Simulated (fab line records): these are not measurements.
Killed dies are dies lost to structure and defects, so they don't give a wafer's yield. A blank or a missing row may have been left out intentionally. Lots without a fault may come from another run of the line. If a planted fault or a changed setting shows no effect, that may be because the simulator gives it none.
fab line records	flow ritCmos
[record] lots = 6	wafers = 18	lastDay = 7
route steps=202 shown PLDD@116 SPACER@125 NSD@131 PSD@142 SDANNEAL@153 SILICIDE@161 M1@202
lots that met no fault: from a run of the same line without faults
startH: hours from the record's opening day to when the first of the lot's shown wafers began	waitH: hours elapsed since this lot's preceding step	" repeats the value in the row above	L1.1+2: one row covering several wafers at once	- no value, or no start was given	* or withheld: withheld	< > ~ a bound
route shown NAME@n: NAME is a module with steps in the file, n the number in the route of the first one	usual: average and standard deviation across the fault-free wafers	same: alike in all rows	chamber/n: place in a boat	sites: readings site by site	_std_site: standard deviation across them	_edge_site: the outer-site mean with the inner-site mean subtracted	radiusMm: how far each site lies from the wafer's centre	mask NAME#n: copy n	behind: the most recent tool/chamber to have shaped the wafer	hold: reason for holding the lot/hours on hold/outcome of the hold	device: transistor that didn't switch, given as n, p or np	end of line: the route-end tests of the same wafers	for a step that has no rows: nothing shown but its recipe	killed: the dies lost at the first sort to structure and to defects; this is not the yield of the wafer	map: a wafer's dies, marking killed ones x, the rest . and places with no die _
set.NAME: setting as actually run; set.NAME@STEP: the setting as run at that earlier step	model.NAME: the simulator's own value behind a step, which no gauge read
lots at selected steps of the route; one table per step, one row per wafer
services: a tool's chamber out of use, with start hour (startH, from the record's first day; less than 0 if before it), hours out, and reason
[[steps]]
[step RIT_PLDD_SOFTBAKE_02]
[recipe] resist = NOVOLAK	tempC = 90	timeS = 60
[step RIT_PLDD_EXPOSE_03]
[recipe] maskId = M8	na = 0.57	targetCdNm = 40900	doseMj = 250
[step RIT_PLDD_PEB_04]
[recipe] resist = NOVOLAK	tempC = withheld	timeS = withheld
[step RIT_PLDD_DEVELOP_05]
[recipe] resist = NOVOLAK	developTimeS = 50	devTempC = 23
[step RIT_PLDD_OVL_MEAS_06]
[usual] PLDD_OVL = 0.3/1.2
lot.wafer	tool	chamber	startH	waitH	PLDD_OVL[nm]
L841.1	overlay-01	-	45.15	-	0.8
L841.3	"	-	"	"	0.6
L841.5	"	-	"	"	0.4
L849.1	overlay-01	-	84.93	-	0.5
L849.2	"	-	"	"	-0.4
L849.5	"	-	"	"	-1.2
L853.3	overlay-02	-	105.90	-	-0.7
L853.4	"	-	"	"	-0.5
L853.5	"	-	"	"	-1.1
L856.1	overlay-02	-	120.66	-	-0.1
L856.3	"	-	"	"	-1.2
L856.6	"	-	"	"	-0.8
L861.1	overlay-01	-	145.96	-	-1.4
L861.2	"	-	"	"	0.0
L861.5	"	-	"	"	-1.2
L863.1	overlay-02	-	157.69	-	-0.2
L863.2	"	-	"	"	-0.3
L863.3	"	-	"	"	-0.7
[step RIT_PLDD_HARDBAKE_07]
[recipe] resist = NOVOLAK	tempC = 140	timeS = 60
[step RIT_PLDD_IMPLANT_08]
[recipe] species = BF2	energyKev = 19.87	doseCm2 = 9e+14	tiltDeg = 7
[step RIT_PLDD_STRIP_09]
[recipe] chemistry = O2	timeS = 180	resist = NOVOLAK	platenTempC = withheld	powerW = 500	pressureMtorr = 4000	o2FlowSccm = 4000
[usual] drypumpMotorCurrentA = 5.8/0.73
lot.wafer	tool	chamber	startH	waitH	drypumpMotorCurrentA	rfHoursCounterH
L841.1	plasmaAsher-02	1	45.49	0.1	6.4	40
L841.3	"	1	"	"	6.4	-
L841.5	"	0	"	"	4.6	-
L849.1	plasmaAsher-04	1	85.27	0.1	5.2	45
L849.2	"	0	"	"	5.9	45
L849.5	"	0	"	"	5.9	-
L853.3	plasmaAsher-02	0	106.28	0.1	4.6	-
L853.4	"	1	"	"	6.4	-
L853.5	"	0	"	"	4.6	-
L856.1	plasmaAsher-01	1	121.00	0.1	6.0	48
L856.3	"	0	"	"	6.6	-
L856.6	"	0	"	"	6.6	-
L861.1	plasmaAsher-02	0	146.29	0.1	4.6	3
L861.2	"	1	"	"	6.4	3
L861.5	"	0	"	"	4.6	-
L863.1	plasmaAsher-02	1	158.02	0.1	6.4	5
L863.2	"	0	"	"	4.6	5
L863.3	"	1	"	"	6.4	-
[step RIT_PLDD_TW_MEAS_10]
[usual] PLDD_TW = 2346/19
lot.wafer	tool	chamber	startH	waitH	PLDD_TW
L841.1	filmMetro-03	-	45.66	0.1	2305
L841.3	"	-	"	"	2322
L841.5	"	-	"	"	2326
L849.1	filmMetro-01	-	85.44	0.1	2363
L849.2	"	-	"	"	2338
L849.5	"	-	"	"	2344
L853.3	filmMetro-01	-	106.42	0.1	2366
L853.4	"	-	"	"	2360
L853.5	"	-	"	"	2354
L856.1	filmMetro-02	-	121.17	0.1	2362
L856.3	"	-	"	"	2367
L856.6	"	-	"	"	2353
L861.1	filmMetro-02	-	146.47	0.1	2353
L861.2	"	-	"	"	2366
L861.5	"	-	"	"	2363
L863.1	filmMetro-01	-	158.20	0.1	2350
L863.2	"	-	"	"	2355
L863.3	"	-	"	"	2353
[step RIT_SPACER_CLEAN_00]
[recipe] chemistry = SC1	mix = 3:3:50	timeS = 600	tempC = 75
[step RIT_SPACER_CLEAN_01]
[recipe] chemistry = dHF	dilution = 50:1	timeS = 30
[step RIT_SPACER_CLEAN_02]
[recipe] chemistry = SC2	mix = 3:3:50	timeS = 600	tempC = 75	dry = n2Spin
[step RIT_SPACER_CVD_03]
[recipe] material = Si3N4	targetThkNm = 250	tempC = 810	precursor = SiH2Cl2/NH3	timeS = 3300	pressureMtorr = 300	sih2cl2FlowSccm = 60	nh3FlowSccm = 150
[usual] nh3FlowSccm = 150.1/0.43
lot.wafer	tool	chamber	startH	waitH	nh3FlowSccm	model.Si3N4_of_SPACER_CVD_03.thkNm
L841.1	lpcvd-02	1	46.09	0.0	150.3	245.4
L841.3	"	1	"	"	150.1	247.9
L841.5	"	1	"	"	150.5	245.7
L849.1	lpcvd-01	0	85.87	0.0	150.2	251
L849.2	"	0	"	"	150.2	253.5
L849.5	"	0	"	"	150.0	254.4
L853.3	lpcvd-01	1	107.18	0.3	150.2	248.1
L853.4	"	1	"	"	149.8	247.8
L853.5	"	1	"	"	150.3	247.4
L856.1	lpcvd-01	1	121.60	0.0	150.1	249
L856.3	"	1	"	"	150.1	249.3
L856.6	"	1	"	"	150.2	248
L861.1	lpcvd-02	0	146.89	0.0	149.6	271.2
L861.2	"	0	"	"	150.2	270
L861.5	"	0	"	"	149.6	270.9
L863.1	lpcvd-02	0	160.09	1.5	150.1	265
L863.2	"	0	"	"	150.0	269.4
L863.3	"	0	"	"	150.4	267.3
[step RIT_SPACER_THK_MEAS_04]
[recipe] reads = Si3N4_of_SPACER_CVD_03
[usual] SPACER_NITRIDE_THK = 250.1/2.1
lot.wafer	tool	chamber	startH	waitH	SPACER_NITRIDE_THK[nm]
L841.1	filmMetro-02	-	48.01	0.0	245.4
L841.3	"	-	"	"	247.7
L841.5	"	-	"	"	245.7
L849.1	filmMetro-04	-	87.78	0.0	250.8
L849.2	"	-	"	"	253.8
L849.5	"	-	"	"	254.4
L853.3	filmMetro-04	-	109.12	0.0	248.0
L853.4	"	-	"	"	248.0
L853.5	"	-	"	"	247.3
L856.1	filmMetro-04	-	123.54	0.0	248.9
L856.3	"	-	"	"	249.3
L856.6	"	-	"	"	248.1
L861.1	filmMetro-02	-	148.81	0.0	271.1
L861.2	"	-	"	"	270.0
L861.5	"	-	"	"	271.0
L863.1	filmMetro-04	-	162.01	0.0	265.0
L863.2	"	-	"	"	269.4
L863.3	"	-	"	"	267.3
[step RIT_SPACER_ETCHBACK_05]
[recipe] targetDepthA = 2500	SF6_flow_sccm = 30	CHF3_flow_sccm = 30	target = Si3N4	chemistry = SF6/CHF3	pressureMtorr = 40	rfW = 250	timeS = 240	stopOn = SiO2
[usual] SF6_flow_sccm = 30.01/0.087	drypumpMotorCurrentA = 5.8/0.45	oesProductAu = 0.845/0.014	throttleValvePct = 10.31/0.2
lot.wafer	tool	chamber	startH	waitH	SF6_flow_sccm	drypumpMotorCurrentA	oesProductAu	rfHoursCounterH	throttleValvePct	model.etch.depthNm
L841.1	rieDiel-02	2	48.07	0.1	30.03	6.7	0.834	128	10.55	245.4
L841.3	"	3	"	"	29.95	6.0	0.831	51	10.18	247.9
L841.5	"	2	"	"	30.04	6.7	0.831	-	10.53	245.7
L849.1	rieDiel-01	0	87.84	0.1	29.99	6.0	0.870	123	10.47	251
L849.2	"	1	"	"	29.91	4.8	0.872	35	10.15	253.5
L849.5	"	3	"	"	30.00	5.3	0.843	-	10.42	254.4
L853.3	rieDiel-03	3	109.16	0.0	30.10	5.7	0.842	101	10.26	248.1
L853.4	"	1	"	"	29.97	6.0	0.842	48	9.91	247.8
L853.5	"	3	"	"	30.08	5.7	0.829	-	10.27	247.4
L856.1	rieDiel-03	1	123.60	0.1	30.17	6.0	0.834	49	9.91	249
L856.3	"	0	"	"	29.90	6.5	0.843	91	10.50	249.3
L856.6	"	3	"	"	29.95	5.8	0.835	-	10.25	248
L861.1	rieDiel-01	2	148.87	0.1	29.97	6.0	0.884	5	10.18	271.2
L861.2	"	3	"	"	29.86	5.3	0.880	6	10.44	270
L861.5	"	0	"	"	29.88	5.9	0.922	-	10.49	270.9
L863.1	rieDiel-03	2	162.07	0.1	29.94	5.6	0.890	112	10.41	265
L863.2	"	0	"	"	30.15	6.4	0.903	92	10.52	269.4
L863.3	"	1	"	"	30.13	6.0	0.875	50	9.92	267.3
[step RIT_NSD_HMDS_00]
[recipe] primeTimeS = 60	primeTempC = 140
[step RIT_NSD_COAT_01]
[recipe] resist = NOVOLAK	spinRpm = 3250	resistThkNm = 1000
[step RIT_NSD_SOFTBAKE_02]
[recipe] resist = NOVOLAK	tempC = 90	timeS = 60
[step RIT_NSD_EXPOSE_03]
[recipe] maskId = M9	na = 0.57	targetCdNm = 40700	doseMj = 250
[step RIT_NSD_PEB_04]
[recipe] resist = NOVOLAK	tempC = withheld	timeS = withheld
[step RIT_NSD_DEVELOP_05]
[recipe] resist = NOVOLAK	developTimeS = 50	devTempC = 23
[step RIT_NSD_OVL_MEAS_06]
[usual] NSD_OVL = 0.0/1.1
lot.wafer	tool	chamber	startH	waitH	NSD_OVL[nm]
L841.1	overlay-01	-	49.07	-	1.2
L841.3	"	-	"	"	1.5
L841.5	"	-	"	"	0.5
L849.1	overlay-01	-	88.84	-	-0.6
L849.2	"	-	"	"	0.4
L849.5	"	-	"	"	-0.7
L853.3	overlay-01	-	110.17	-	2.3
L853.4	"	-	"	"	0.6
L853.5	"	-	"	"	0.2
L856.1	overlay-01	-	124.60	-	-1.7
L856.3	"	-	"	"	-0.7
L856.6	"	-	"	"	-1.0
L861.1	overlay-02	-	150.00	-	-0.9
L861.2	"	-	"	"	-1.5
L861.5	"	-	"	"	-3.0
L863.1	overlay-01	-	163.20	-	0.6
L863.2	"	-	"	"	0.9
L863.3	"	-	"	"	1.0
[step RIT_NSD_HARDBAKE_07]
[recipe] resist = NOVOLAK	tempC = 140	timeS = 60
[step RIT_NSD_IMPLANT_08]
[recipe] species = P	energyKev = 25	doseCm2 = 1e+15	tiltDeg = 7
[step RIT_NSD_STRIP_09]
[recipe] chemistry = O2	timeS = 180	resist = NOVOLAK	platenTempC = withheld	powerW = 500	pressureMtorr = 4000	o2FlowSccm = 4000
[usual] drypumpMotorCurrentA = 5.6/0.6
lot.wafer	tool	chamber	startH	waitH	drypumpMotorCurrentA	rfHoursCounterH
L841.1	plasmaAsher-04	1	49.52	0.1	5.2	42
L841.3	"	1	"	"	5.2	-
L841.5	"	1	"	"	5.2	-
L849.1	plasmaAsher-04	1	89.18	0.1	5.2	46
L849.2	"	0	"	"	5.9	46
L849.5	"	1	"	"	5.2	-
L853.3	plasmaAsher-04	1	110.55	0.1	5.2	-
L853.4	"	0	"	"	5.9	-
L853.5	"	1	"	"	5.2	-
L856.1	plasmaAsher-03	1	124.94	0.1	5.1	32
L856.3	"	1	"	"	5.0	-
L856.6	"	0	"	"	6.1	-
L861.1	plasmaAsher-04	1	150.33	0.1	5.2	52
L861.2	"	0	"	"	6.0	52
L861.5	"	1	"	"	5.2	-
L863.1	plasmaAsher-03	1	163.53	0.1	5.1	36
L863.2	"	0	"	"	6.1	36
L863.3	"	1	"	"	5.1	-
[step RIT_NSD_TW_MEAS_10]
[usual] NSD_TW = 3114/28
lot.wafer	tool	chamber	startH	waitH	NSD_TW
L841.1	filmMetro-03	-	49.69	0.1	3099
L841.3	"	-	"	"	3093
L841.5	"	-	"	"	3091
L849.1	filmMetro-02	-	89.35	0.1	3154
L849.2	"	-	"	"	3142
L849.5	"	-	"	"	3155
L853.3	filmMetro-03	-	110.69	0.1	3078
L853.4	"	-	"	"	3091
L853.5	"	-	"	"	3082
L856.1	filmMetro-01	-	125.11	0.1	3144
L856.3	"	-	"	"	3114
L856.6	"	-	"	"	3132
L861.1	filmMetro-03	-	150.51	0.1	3086
L861.2	"	-	"	"	3080
L861.5	"	-	"	"	3078
L863.1	filmMetro-03	-	163.71	0.1	3084
L863.2	"	-	"	"	3094
L863.3	"	-	"	"	3085
[step RIT_PSD_HMDS_00]
[recipe] primeTimeS = 60	primeTempC = 139.3
[step RIT_PSD_COAT_01]
[recipe] resist = NOVOLAK	spinRpm = 3250	resistThkNm = 1000
[step RIT_PSD_SOFTBAKE_02]
[recipe] resist = NOVOLAK	tempC = 90	timeS = 60
[step RIT_PSD_EXPOSE_03]
[recipe] maskId = M10	na = 0.57	targetCdNm = 40900	doseMj = 250
[step RIT_PSD_PEB_04]
[recipe] resist = NOVOLAK	tempC = withheld	timeS = withheld
[step RIT_PSD_DEVELOP_05]
[recipe] resist = NOVOLAK	developTimeS = 50	devTempC = 23
[step RIT_PSD_OVL_MEAS_06]
[usual] PSD_OVL = -0.5/1.4
lot.wafer	tool	chamber	startH	waitH	PSD_OVL[nm]
L841.1	overlay-02	-	50.60	-	0.3
L841.3	"	-	"	"	0.1
L841.5	"	-	"	"	0.5
L849.1	overlay-02	-	90.26	-	-1.0
L849.2	"	-	"	"	-0.5
L849.5	"	-	"	"	-2.3
L853.3	overlay-01	-	111.72	-	-1.7
L853.4	"	-	"	"	0.0
L853.5	"	-	"	"	0.2
L856.1	overlay-01	-	126.02	-	-2.6
L856.3	"	-	"	"	-0.8
L856.6	"	-	"	"	-0.4
L861.1	overlay-01	-	151.42	-	-2.0
L861.2	"	-	"	"	-2.3
L861.5	"	-	"	"	-1.2
L863.1	overlay-01	-	164.82	-	1.4
L863.2	"	-	"	"	-0.4
L863.3	"	-	"	"	2.1
[step RIT_PSD_HARDBAKE_07]
[recipe] resist = NOVOLAK	tempC = 140	timeS = 60
[step RIT_PSD_IMPLANT_08]
[recipe] species = BF2	energyKev = 26.53	doseCm2 = 5e+15	tiltDeg = 7
[step RIT_PSD_STRIP_09]
[recipe] chemistry = O2	timeS = 180	resist = NOVOLAK	platenTempC = withheld	powerW = 500	pressureMtorr = 4000	o2FlowSccm = 4000
[usual] drypumpMotorCurrentA = 6.0/0.52
lot.wafer	tool	chamber	startH	waitH	drypumpMotorCurrentA	rfHoursCounterH
L841.1	plasmaAsher-01	0	50.94	0.1	6.6	40
L841.3	"	1	"	"	6.0	-
L841.5	"	0	"	"	6.6	-
L849.1	plasmaAsher-01	0	90.60	0.1	6.6	45
L849.2	"	1	"	"	6.0	45
L849.5	"	0	"	"	6.6	-
L853.3	plasmaAsher-04	1	112.11	0.1	5.2	-
L853.4	"	0	"	"	6.0	-
L853.5	"	1	"	"	5.2	-
L856.1	plasmaAsher-03	1	126.36	0.1	5.1	33
L856.3	"	0	"	"	6.1	-
L856.6	"	1	"	"	5.1	-
L861.1	plasmaAsher-01	0	151.75	0.1	6.6	51
L861.2	"	1	"	"	6.1	51
L861.5	"	1	"	"	6.1	-
L863.1	plasmaAsher-01	1	165.16	0.1	6.1	53
L863.2	"	0	"	"	6.6	53
L863.3	"	0	"	"	6.6	-
[step RIT_PSD_TW_MEAS_10]
[usual] PSD_TW = 3419/26
lot.wafer	tool	chamber	startH	waitH	PSD_TW
L841.1	filmMetro-01	-	51.11	0.1	3416
L841.3	"	-	"	"	3396
L841.5	"	-	"	"	3419
L849.1	filmMetro-02	-	90.78	0.1	3434
L849.2	"	-	"	"	3448
L849.5	"	-	"	"	3435
L853.3	filmMetro-02	-	112.24	0.1	3435
L853.4	"	-	"	"	3435
L853.5	"	-	"	"	3459
L856.1	filmMetro-02	-	126.53	0.1	3430
L856.3	"	-	"	"	3446
L856.6	"	-	"	"	3451
L861.1	filmMetro-02	-	151.93	0.1	3437
L861.2	"	-	"	"	3443
L861.5	"	-	"	"	3421
L863.1	filmMetro-01	-	165.33	0.1	3457
L863.2	"	-	"	"	3423
L863.3	"	-	"	"	3420
[step RIT_SDANNEAL_CLEAN_00]
[recipe] chemistry = SC1	mix = 3:3:50	timeS = 600	tempC = 75
[step RIT_SDANNEAL_CLEAN_01]
[recipe] chemistry = dHF	dilution = 50:1	timeS = 30
[step RIT_SDANNEAL_CLEAN_02]
[recipe] chemistry = SC2	mix = 3:3:50	timeS = 600	tempC = 75	dry = n2Spin
[step RIT_SDANNEAL_RTA_03]
[recipe] tempC = 1050	timeS = 5	idleTempC = 600	rampUpCPerS = 342	rampDownCPerS = 171	coolToC = 600	ambient = N2
[usual] wafer_temp_C_max = 1053.7/1.2
lot.wafer	tool	chamber	startH	waitH	wafer_temp_C_max
L841.1	rtpAnneal-01	0	51.54	0.0	1053.1
L841.3	"	0	"	"	1052.5
L841.5	"	0	"	"	1053.7
L849.1	rtpAnneal-01	0	91.20	0.0	1053.5
L849.2	"	0	"	"	1052.4
L849.5	"	0	"	"	1052.1
L853.3	rtpAnneal-01	0	112.67	0.0	1054.4
L853.4	"	0	"	"	1053.1
L853.5	"	0	"	"	1053.2
L856.1	rtpAnneal-02	0	126.96	0.0	1053.0
L856.3	"	0	"	"	1053.6
L856.6	"	0	"	"	1053.6
L861.1	rtpAnneal-01	0	152.37	0.0	1054.6
L861.2	"	0	"	"	1053.8
L861.5	"	0	"	"	1052.2
L863.1	rtpAnneal-01	0	165.76	0.0	1054.8
L863.2	"	0	"	"	1054.7
L863.3	"	0	"	"	1053.3
[step RIT_SDANNEAL_RS_MEAS_04]
[recipe] thkMeasGauge = four-point-probe
[usual] PSD_RS = 116.95/0.23
lot.wafer	tool	chamber	startH	waitH	PSD_RS[ohm/sq]
L841.1	filmMetro-02	-	51.60	0.0	117.06
L841.3	"	-	"	"	116.84
L841.5	"	-	"	"	117.04
L849.1	filmMetro-03	-	91.26	0.0	116.86
L849.2	"	-	"	"	116.79
L849.5	"	-	"	"	116.91
L853.3	filmMetro-03	-	112.75	0.1	116.40
L853.4	"	-	"	"	116.78
L853.5	"	-	"	"	117.00
L856.1	filmMetro-02	-	127.02	0.0	116.94
L856.3	"	-	"	"	117.04
L856.6	"	-	"	"	117.01
L861.1	filmMetro-02	-	152.43	0.0	116.81
L861.2	"	-	"	"	116.71
L861.5	"	-	"	"	117.23
L863.1	filmMetro-03	-	165.82	0.0	116.89
L863.2	"	-	"	"	116.76
L863.3	"	-	"	"	116.73
[step RIT_SILICIDE_WET_ETCH_00]
[recipe] chemistry = BOE	target = SiO2	targetDepthNm = 14	timeS = 15	dry = n2Spin	dilution = 10:1	tempC = 21.5
lot.wafer	tool	chamber	startH	waitH	model.Si3N4_of_SPACER_CVD_03.thkNm
L841.1	wetBench-04	3	52.08	0.1	191.8
L841.3	"	3	"	"	193.6
L841.5	"	3	"	"	191.2
L849.1	wetBench-04	3	91.74	0.1	196.4
L849.2	"	3	"	"	198.7
L849.5	"	3	"	"	198.8
L853.3	wetBench-03	3	113.19	0.1	193.3
L853.4	"	3	"	"	193.8
L853.5	"	3	"	"	193.1
L856.1	wetBench-03	3	127.50	0.1	194.7
L856.3	"	3	"	"	195.1
L856.6	"	3	"	"	193.2
L861.1	wetBench-03	3	152.91	0.1	214.3
L861.2	"	3	"	"	209.9
L861.5	"	3	"	"	211
L863.1	wetBench-02	0	166.30	0.1	208.4
L863.2	"	0	"	"	211.6
L863.3	"	0	"	"	210.2
[step RIT_M1_PROBE_99]
[usual] killedAtFrontEnd = 6/3.2	killedDies = 7/3.2	killedOpen = 3.4/1.8	killedShort = 3.2/2.3
[same] grossDies = 264	killed_at_M0_to_M3 = 0	killed_at_M4_up = 0	killedAtBackSide = 0	killedAtContacts = 0	killedAtOther = 0
lot.wafer	tool	chamber	startH	waitH	killedAtFrontEnd	killedDies	killedOpen	killedShort
L841.1	prober-01	-	59.03	0.1	3	3	3	0
L841.3	prober-01	-	59.13	0.2	8	8	3	5
L841.5	prober-01	-	59.23	0.2	6	6	4	2
L849.1	prober-01	-	98.89	0.1	3	3	2	1
L849.2	prober-01	-	98.94	0.1	3	3	3	0
L849.5	prober-01	-	99.09	0.2	4	4	3	1
L853.3	prober-01	-	120.36	0.2	7	7	3	4
L853.4	prober-01	-	120.41	0.2	8	8	3	5
L853.5	prober-01	-	120.46	0.2	1	1	1	0
L856.1	prober-02	-	134.38	0.1	8	8	5	3
L856.3	prober-02	-	134.48	0.2	5	5	3	2
L856.6	prober-02	-	134.63	0.2	3	3	1	2
L863.1	prober-01	-	173.30	0.1	9	9	2	7
L863.2	prober-01	-	173.35	0.1	2	2	2	0
L863.3	prober-01	-	173.40	0.2	4	4	2	2
// killed by level:class
L841.1 FOX1:geometricParticle:open=2 GATE:geometricParticle:open=1
L841.3 FOX1:geometricParticle:open=2 GATE:geometricParticle:short=2 SILICIDE:geometricParticle:short=2 GATE:geometricParticle:open=1 SPACER:geometricParticle:short=1
L841.5 SPACER:geometricParticle:open=2 GATE:geometricParticle:open=1 GATE:geometricParticle:short=1 SPACER:geometricParticle:short=1 SILICIDE:geometricParticle:open=1
L849.1 GATE:geometricParticle:open=2 SPACER:geometricParticle:short=1
L849.2 GATE:geometricParticle:open=1 SPACER:geometricParticle:open=1 SILICIDE:geometricParticle:open=1
L849.5 GATE:geometricParticle:open=2 FOX2:geometricParticle:open=1 GATE:geometricParticle:short=1
L853.3 FOX1:geometricParticle:short=2 FOX2:geometricParticle:open=1 FOX2:geometricParticle:short=1 GATE:geometricParticle:short=1 GATE:geometricParticle:open=1 SPACER:geometricParticle:open=1
L853.4 GATE:geometricParticle:short=5 GATE:geometricParticle:open=2 FOX1:geometricParticle:open=1
L853.5 FOX1:geometricParticle:open=1
L856.1 GATE:geometricParticle:open=3 FOX2:geometricParticle:open=1 FOX2:geometricParticle:short=1 GATE:geometricParticle:short=1 SILICIDE:geometricParticle:open=1 SILICIDE:geometricParticle:short=1
L856.3 FOX1:geometricParticle:short=1 FOX1:geometricParticle:open=1 FOX2:geometricParticle:open=1 FOX2:geometricParticle:short=1 SPACER:geometricParticle:open=1
L856.6 GATE:geometricParticle:short=1 SPACER:geometricParticle:short=1 SILICIDE:geometricParticle:open=1
L863.1 GATE:geometricParticle:short=5 FOX1:geometricParticle:short=1 GATE:geometricParticle:open=1 REOX:geometricParticle:short=1 SILICIDE:geometricParticle:open=1
L863.2 GATE:geometricParticle:open=1 REOX:geometricParticle:open=1
L863.3 FOX1:geometricParticle:open=1 GATE:geometricParticle:short=1 SPACER:geometricParticle:open=1 SPACER:geometricParticle:short=1
[[services]]
tool	chamber	startH	hours	kind
rieDiel-03	1	25.13	5.2	repair
rieDiel-03	-	34.93	0.7	repair
rieDiel-02	1	43.86	9.4	repair
rieDiel-03	3	45.66	4.7	repair
plasmaAsher-04	-	52.09	2.0	repair
rieDiel-03	3	53.15	5.8	repair
plasmaAsher-04	-	81.01	2.8	pm
rieDiel-02	0	87.69	5.5	repair
rieDiel-01	-	92.12	0.7	repair
plasmaAsher-02	-	108.75	9.0	pm
plasmaAsher-02	0	108.75	9.0	ventCycle
plasmaAsher-02	1	108.75	9.0	ventCycle
plasmaAsher-03	-	111.20	2.5	repair
rieDiel-01	-	115.59	14.6	pm
plasmaAsher-02	0	117.75	-	clean
plasmaAsher-02	1	117.75	-	clean
rieDiel-02	0	125.95	1.6	repair
rieDiel-02	2	135.33	16.1	repair
rieDiel-01	2	138.17	9.5	repair
rieDiel-03	3	140.91	4.5	repair
lpcvd-01	-	142.85	0.6	repair
rieDiel-01	1	143.35	3.8	repair
lpcvd-01	-	158.57	2.8	pm
plasmaAsher-02	-	162.88	14.6	pm
[[key]]
[firstSign] step = RIT_SPACER_THK_MEAS_04	reading = SPACER_NITRIDE_THK	direction = up	sigmas = 9	usual = 250.1	struck = 269.0
[effect] step = RIT_SPACER_ETCHBACK_05	reading = oesProductAu	direction = up	sigmas = 3.4	usual = 0.845	struck = 0.892
[modelEffect] step = RIT_SPACER_CVD_03	value = Si3N4_of_SPACER_CVD_03.thkNm	without = 249	struck = 269
[modelEffect] step = RIT_SPACER_ETCHBACK_05	value = etch.depthNm	without = 249	struck = 269
[modelEffect] step = RIT_SILICIDE_WET_ETCH_00	value = Si3N4_of_SPACER_CVD_03.thkNm	without = 195.1	struck = 210.9
metAt RIT_SPACER_CVD_03
struckWafers L861.1,L861.2,L861.5,L863.1,L863.2,L863.3
rowsEnd L861.1,L861.2,L861.5
testerLeftOut L863
onsetBetween 46.09 146.89
alsoFits time
[fault] kind = processParameterDrift	tool = lpcvd-02	chamber = -	onsetH = 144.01	steps = RIT_SPACER_CVD_03	channel = targetThkNm	offset = 20	shape = step	endH = 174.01	actsIn = theseRecipesOnly	stated = 250
// testerLeftOut: of these lots the tester's yield and bins aren't shown, on N5 and GAA mostly nor the transistor test; their killed dies are dies lost to structure and defects alone, not to doping, threshold or leakage, so they don't give the yield
// rowsEnd: these wafers met a further fault down the route, and their rows from its step on are left out
